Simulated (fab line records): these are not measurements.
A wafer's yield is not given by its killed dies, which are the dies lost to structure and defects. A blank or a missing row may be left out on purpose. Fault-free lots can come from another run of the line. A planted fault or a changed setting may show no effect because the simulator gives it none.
fab line records -- flow rit-cmos
record lots=5, wafers=15, last-day=6
route steps=202 shown ACTIVE@1 M1@202
lots with no fault: from the same line, run without faults
start-h: the number of hours between the record's first day and the start of the first shown wafer of the lot -- wait-h: hours from the lot's prior step to this one -- " unchanged from the row above -- L1.1+2: several wafers, shown together as one row -- - value missing, or start not given -- * or withheld: withheld -- < > ~ a bound
route shown NAME@n: NAME is a module with steps in the file, n the number in the route of the first one -- usual: the fault-free wafers' mean and standard deviation -- same: alike in all rows -- chamber/n: place in a boat -- sites: per-site readings -- _std_site: standard deviation across them -- _edge_site: the outer-site mean with the inner-site mean subtracted -- radius-mm: how far each site lies from the wafer's centre -- mask NAME#n: copy n -- behind: the last tool/chamber to shape the wafer -- hold: what put the lot on hold/how long, in hours/how the hold closed -- device: transistor that didn't switch, given as n, p or np -- end of line: the tests these same wafers got at the end of their route -- a step without rows: its recipe alone -- killed: dies that structure and defects cost at the first sort, which is not the same as the wafer's yield -- map: shows each die of a wafer: x if killed, . if not, _ if none is there
set.NAME: setting as actually run; set.NAME@STEP: the setting as run at that earlier step -- model.NAME: the simulator's own value behind a step, which no gauge read
lots at selected steps of the route; one table per step, one row per wafer
## steps
# step RIT_ACTIVE_BOW_MEAS_00
# recipe mode=bow
# usual INCOMING_BOW=0/7.1
lot.wafer,tool,chamber,start-h,wait-h,INCOMING_BOW[um]
L127.1,film-metro-02,-,25.00,-,-5
L127.2,film-metro-02,-,25.00,-,10
L127.3,film-metro-02,-,25.00,-,-3
L128.1,film-metro-01,-,30.00,-,-1
L128.2,film-metro-01,-,30.00,-,5
L128.6,film-metro-01,-,30.00,-,1
L135.1,film-metro-02,-,65.00,-,-14
L135.5,film-metro-02,-,65.00,-,-2
L135.6,film-metro-02,-,65.00,-,2
L136.2,film-metro-01,-,70.02,-,5
L136.4,film-metro-01,-,70.02,-,3
L136.5,film-metro-01,-,70.02,-,2
L140.1,film-metro-03,-,90.00,-,2
L140.5,film-metro-03,-,90.00,-,-1
L140.6,film-metro-03,-,90.00,-,9
# step RIT_ACTIVE_OXIDATION_01
# recipe temp-c=1000, ambient=O2, target-thk-a=468, ox-time-s=3360
# step RIT_ACTIVE_THK_MEAS_02
# recipe reads=SiO2_of_ACTIVE_OXIDATION_01
# usual ACTIVE_OXIDE_THK=46.8/1.2
lot.wafer,tool,chamber,start-h,wait-h,ACTIVE_OXIDE_THK[nm]
L127.1,film-metro-01,-,27.05,0.0,45.4
L127.2,film-metro-01,-,27.05,0.0,46.9
L127.3,film-metro-01,-,27.05,0.0,46.3
L128.1,film-metro-03,-,32.05,0.0,47.5
L128.2,film-metro-03,-,32.05,0.0,46.3
L128.6,film-metro-03,-,32.05,0.0,47.3
L135.1,film-metro-02,-,67.52,0.0,49.3
L135.5,film-metro-02,-,67.52,0.0,49.3
L135.6,film-metro-02,-,67.52,0.0,48.1
L136.2,film-metro-03,-,72.06,0.0,45.5
L136.4,film-metro-03,-,72.06,0.0,44.7
L136.5,film-metro-03,-,72.06,0.0,44.8
L140.1,film-metro-03,-,92.05,0.0,46.3
L140.5,film-metro-03,-,92.05,0.0,47.6
L140.6,film-metro-03,-,92.05,0.0,46.2
# step RIT_ACTIVE_CVD_03
# recipe material=Si3N4, target-thk-nm=150, temp-c=810, precursor=SiH2Cl2/NH3, time-s=1500, pressure-mtorr=300, sih2cl2-flow-sccm=60, nh3-flow-sccm=150
# usual spike-tc-centre-C=812.2/1.3, spike-tc-load-C=832.5/1.9, zone-power-load-pct=21.7/1.5, zone-power-source-pct=21.2/0.38
lot.wafer,tool,chamber,start-h,wait-h,spike-tc-centre-C,spike-tc-load-C,zone-power-load-pct,zone-power-source-pct,model.Si3N4_of_ACTIVE_CVD_03.thk-nm
L127.1,lpcvd-02,0,27.11,0.1,810.8,832.4,21.5,20.9,147.3
L127.2,lpcvd-02,0,27.11,0.1,812.1,833.5,20.9,20.8,148.5
L127.3,lpcvd-02,0,27.11,0.1,810.8,834.8,21.1,20.8,148.4
L128.1,lpcvd-01,0,32.11,0.1,814.6,834.6,21.7,20.8,149.1
L128.2,lpcvd-01,0,32.11,0.1,813.2,833.1,21.7,20.9,150.3
L128.6,lpcvd-01,0,32.11,0.1,813.0,835.9,21.7,21.0,150.4
L135.1,lpcvd-02,0,67.58,0.1,811.5,832.3,21.2,21.0,235.6
L135.5,lpcvd-02,0,67.58,0.1,812.0,832.8,21.6,20.8,236.3
L135.6,lpcvd-02,0,67.58,0.1,810.1,832.7,21.6,20.8,234.4
L136.2,lpcvd-01,1,72.11,0.0,811.6,833.7,19.0,21.4,151.6
L136.4,lpcvd-01,1,72.11,0.0,811.4,833.7,18.9,21.2,152.1
L136.5,lpcvd-01,1,72.11,0.0,812.7,833.9,18.7,21.4,150.6
L140.1,lpcvd-01,0,92.11,0.1,811.3,834.7,21.5,20.8,152
L140.5,lpcvd-01,0,92.11,0.1,812.3,833.7,21.7,20.5,152
L140.6,lpcvd-01,0,92.11,0.1,812.5,833.4,21.9,21.1,150.3
# step RIT_ACTIVE_THK_MEAS_04
# recipe reads=Si3N4_of_ACTIVE_CVD_03
# usual ACTIVE_NITRIDE_THK=150.3/1.4
lot.wafer,tool,chamber,start-h,wait-h,hold,ACTIVE_NITRIDE_THK[nm]
L127.1,film-metro-03,-,28.53,0.0,-,147.2
L127.2,film-metro-03,-,28.53,0.0,-,148.4
L127.3,film-metro-03,-,28.53,0.0,-,148.5
L128.1,film-metro-02,-,33.53,0.0,-,149.0
L128.2,film-metro-02,-,33.53,0.0,-,150.4
L128.6,film-metro-02,-,33.53,0.0,-,150.4
L135.1,film-metro-02,-,68.99,0.0,await-dispo/0.2h/release,235.6
L135.5,film-metro-02,-,68.99,0.0,await-dispo/0.2h/release,236.1
L135.6,film-metro-02,-,68.99,0.0,await-dispo/0.2h/release,234.5
L135.1,film-metro-02,-,69.22,0.2,-,235.7
L135.5,film-metro-02,-,69.22,0.2,-,236.5
L135.6,film-metro-02,-,69.22,0.2,-,234.5
L136.2,film-metro-02,-,73.54,0.0,-,151.6
L136.4,film-metro-02,-,73.54,0.0,-,152.1
L136.5,film-metro-02,-,73.54,0.0,-,150.7
L140.1,film-metro-01,-,93.53,0.0,-,152.0
L140.5,film-metro-01,-,93.53,0.0,-,151.9
L140.6,film-metro-01,-,93.53,0.0,-,150.3
# step RIT_M1_PROBE_99
# usual defect-limited-yield=97.3/1.2, killed-at-front-end=7/3.1, killed-dies=7/3.1, killed-open=3.5/1.9, killed-short=3.6/2.1, sort_bin_3_pad_short=0.1/0.2, sort_bin_5_function=1.6/0.86, sort_bin_6_memory=1.0/0.64, sort-n-pass=257/3.1, sort-yield-pct=97.3/1.2
# same gross-dies=264, killed_at_M0_to_M3=0, killed_at_M4_up=0, killed-at-back-side=0, killed-at-contacts=0, killed-at-other=0
lot.wafer,tool,chamber,start-h,wait-h,defect-limited-yield[%],killed-at-front-end,killed-dies,killed-open,killed-short,sort_bin_3_pad_short[%],sort_bin_5_function[%],sort_bin_6_memory[%],sort-n-pass,sort-yield-pct[%]
L127.1,prober-01,-,74.14,0.1,96.6,9,9,4,5,0,1.9,1.5,255,96.6
L127.2,prober-01,-,74.19,0.1,96.6,9,9,3,6,0.4,2.3,0.8,255,96.6
L127.3,prober-01,-,74.24,0.2,98.1,5,5,2,3,0,0.8,1.1,259,98.1
L128.1,prober-02,-,78.49,0.1,97.3,7,7,3,4,0,1.1,1.5,257,97.3
L128.2,prober-02,-,78.54,0.1,97.3,7,7,4,3,0,1.1,1.5,257,97.3
L128.6,prober-02,-,78.74,0.2,96.6,9,9,3,6,0,2.7,0.8,255,96.6
L136.2,prober-02,-,115.88,0.1,98.1,5,5,1,4,0,1.5,0.4,259,98.1
L136.4,prober-02,-,115.98,0.2,95.8,11,11,5,6,0.4,2.3,1.5,253,95.8
L136.5,prober-02,-,116.03,0.2,98.1,5,5,2,3,0,0.4,1.5,259,98.1
L140.1,prober-02,-,137.40,0.1,97.3,7,7,7,0,0,1.9,0.8,257,97.3
L140.5,prober-02,-,137.60,0.2,98.1,5,5,4,1,0,1.5,0.4,259,98.1
L140.6,prober-02,-,137.65,0.2,98.5,4,4,2,2,0,1.1,0.4,260,98.5
# killed by level:class
L127.1 SPACER:geometric-particle:short=2 FOX1:geometric-particle:short=1 FOX1:geometric-particle:open=1 FOX2:geometric-particle:short=1 FOX2:geometric-particle:open=1 GATE:geometric-particle:short=1 REOX:geometric-particle:open=1 SILICIDE:geometric-particle:open=1
L127.2 REOX:geometric-particle:short=2 SPACER:geometric-particle:short=2 ACTIVE:geometric-particle:open=1 FOX1:geometric-particle:short=1 GATE:geometric-particle:short=1 SPACER:geometric-particle:open=1 SILICIDE:geometric-particle:open=1
L127.3 GATE:geometric-particle:short=2 FOX2:geometric-particle:short=1 GATE:geometric-particle:open=1 SPACER:geometric-particle:open=1
L128.1 GATE:geometric-particle:short=2 REOX:geometric-particle:open=2 FOX2:geometric-particle:open=1 REOX:geometric-particle:short=1 SILICIDE:geometric-particle:short=1
L128.2 FOX1:geometric-particle:open=2 GATE:geometric-particle:short=2 FOX2:geometric-particle:open=1 REOX:geometric-particle:open=1 REOX:geometric-particle:short=1
L128.6 FOX1:geometric-particle:short=2 GATE:geometric-particle:short=2 GATE:geometric-particle:open=2 FOX1:geometric-particle:open=1 REOX:geometric-particle:short=1 SILICIDE:geometric-particle:short=1
L136.2 FOX1:geometric-particle:short=1 FOX2:geometric-particle:short=1 GATE:geometric-particle:open=1 REOX:geometric-particle:short=1 SILICIDE:geometric-particle:short=1
L136.4 GATE:geometric-particle:short=2 SPACER:geometric-particle:short=2 SILICIDE:geometric-particle:open=2 FOX1:geometric-particle:open=1 FOX1:geometric-particle:short=1 GATE:geometric-particle:open=1 REOX:geometric-particle:short=1 SPACER:geometric-particle:open=1
L136.5 FOX1:geometric-particle:short=1 GATE:geometric-particle:open=1 REOX:geometric-particle:short=1 REOX:geometric-particle:open=1 SILICIDE:geometric-particle:short=1
L140.1 FOX1:geometric-particle:open=3 SILICIDE:geometric-particle:open=3 GATE:geometric-particle:open=1
L140.5 GATE:geometric-particle:open=2 FOX1:geometric-particle:open=1 FOX2:geometric-particle:open=1 SILICIDE:geometric-particle:short=1
L140.6 GATE:geometric-particle:open=2 FOX1:geometric-particle:short=1 GATE:geometric-particle:short=1
## key
first-sign step=RIT_ACTIVE_THK_MEAS_04, reading=visit, direction=added
effect step=RIT_ACTIVE_THK_MEAS_04, reading=ACTIVE_NITRIDE_THK, direction=up, sigmas=60, usual=150.3, struck=235.4
model-effect step=RIT_ACTIVE_CVD_03, value=Si3N4_of_ACTIVE_CVD_03.thk-nm, without=148.7, struck=235.5
met-at RIT_ACTIVE_CVD_03
struck-wafers L135.1,L135.5,L135.6
scrapped-behind RIT_ACTIVE_THK_MEAS_04 L135.1,L135.5,L135.6
onset-between 27.11 67.58
fault kind=process-parameter-drift, tool=lpcvd-02, chamber=0, onset-h=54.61, steps=RIT_ACTIVE_CVD_03, channel=target-thk-nm, offset=86.73, shape=step, end-h=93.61, acts-in=these-recipes-only, stated=150
